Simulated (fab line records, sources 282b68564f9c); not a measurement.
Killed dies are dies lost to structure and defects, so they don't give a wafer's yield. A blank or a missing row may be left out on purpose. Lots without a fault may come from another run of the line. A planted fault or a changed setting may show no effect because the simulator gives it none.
Which tool did it? | flow rit_cmos | 6 lots, 18 wafers sampled, at 2 steps of a route of 202

WHAT THE GAUGES READ, wafer by wafer
RIT_FOX2_THK_MEAS_91.
lot  | measured    | on            | FIELD_OXIDE_LEFT_2_THK (nm)
L252 | day 2 17:49 | film_metro-01 | 257 257 255
L257 | day 3 22:45 | film_metro-01 | 256 253 252
L259 | day 4 04:47 | film_metro-03 | 261 262 263
L261 | day 4 16:40 | film_metro-04 | 251 256 255
L263 | day 5 01:07 | film_metro-04 | 227 237 237
L269 | day 6 06:47 | film_metro-03 | 254 255 253

WHICH TOOL RAN EACH LOT (tool, then ch and the chambers of the sampled wafers, then the start)
lot  | RIT_GATE_CLEAN_04
L252 | wet_bench-03 ch 0, day 2 17:46
L257 | wet_bench-03 ch 1, day 3 22:43
L259 | wet_bench-01 ch 0, day 4 04:45
L261 | wet_bench-02 ch 0, day 4 16:38
L263 | wet_bench-02 ch 1, day 5 01:04
L269 | wet_bench-03 ch 1, day 6 06:46
- RIT_GATE_CLEAN_04: cleans in dHF, time 60 s.

THE ANSWER, worked out from the rows above alone
Rule: what is usual is taken from the lots themselves. Put in order of their means at a reading, lots are off if they are a third of the lots or fewer, leave a main group of 4 or more, and stand apart from it by a gap of 3 or more times the standard deviation of the main group's means; of several such gaps the widest counts. A main group whose means are all the same, to the digits that the tables above print for the reading, isn't used. A lot without any number at a reading at which 4 lots or more have one is off too. The other lots that the step has rows for count as sound.
Off: L263, at RIT_FOX2_THK_MEAS_91 (FIELD_OXIDE_LEFT_2_THK). The main group: mean 256 nm, standard deviation 3.1.
A tool fits if, at a process step before that reading, it ran every lot that is off, and no sound lot after the first of them. The gauges at RIT_FOX2_THK_MEAS_91 are tried like those tools. Can't be told from this: 2 tools fit, wet_bench-02 at RIT_GATE_CLEAN_04, film_metro-04 at RIT_FOX2_THK_MEAS_91.

WHAT THE SIMULATOR HAD PUT IN
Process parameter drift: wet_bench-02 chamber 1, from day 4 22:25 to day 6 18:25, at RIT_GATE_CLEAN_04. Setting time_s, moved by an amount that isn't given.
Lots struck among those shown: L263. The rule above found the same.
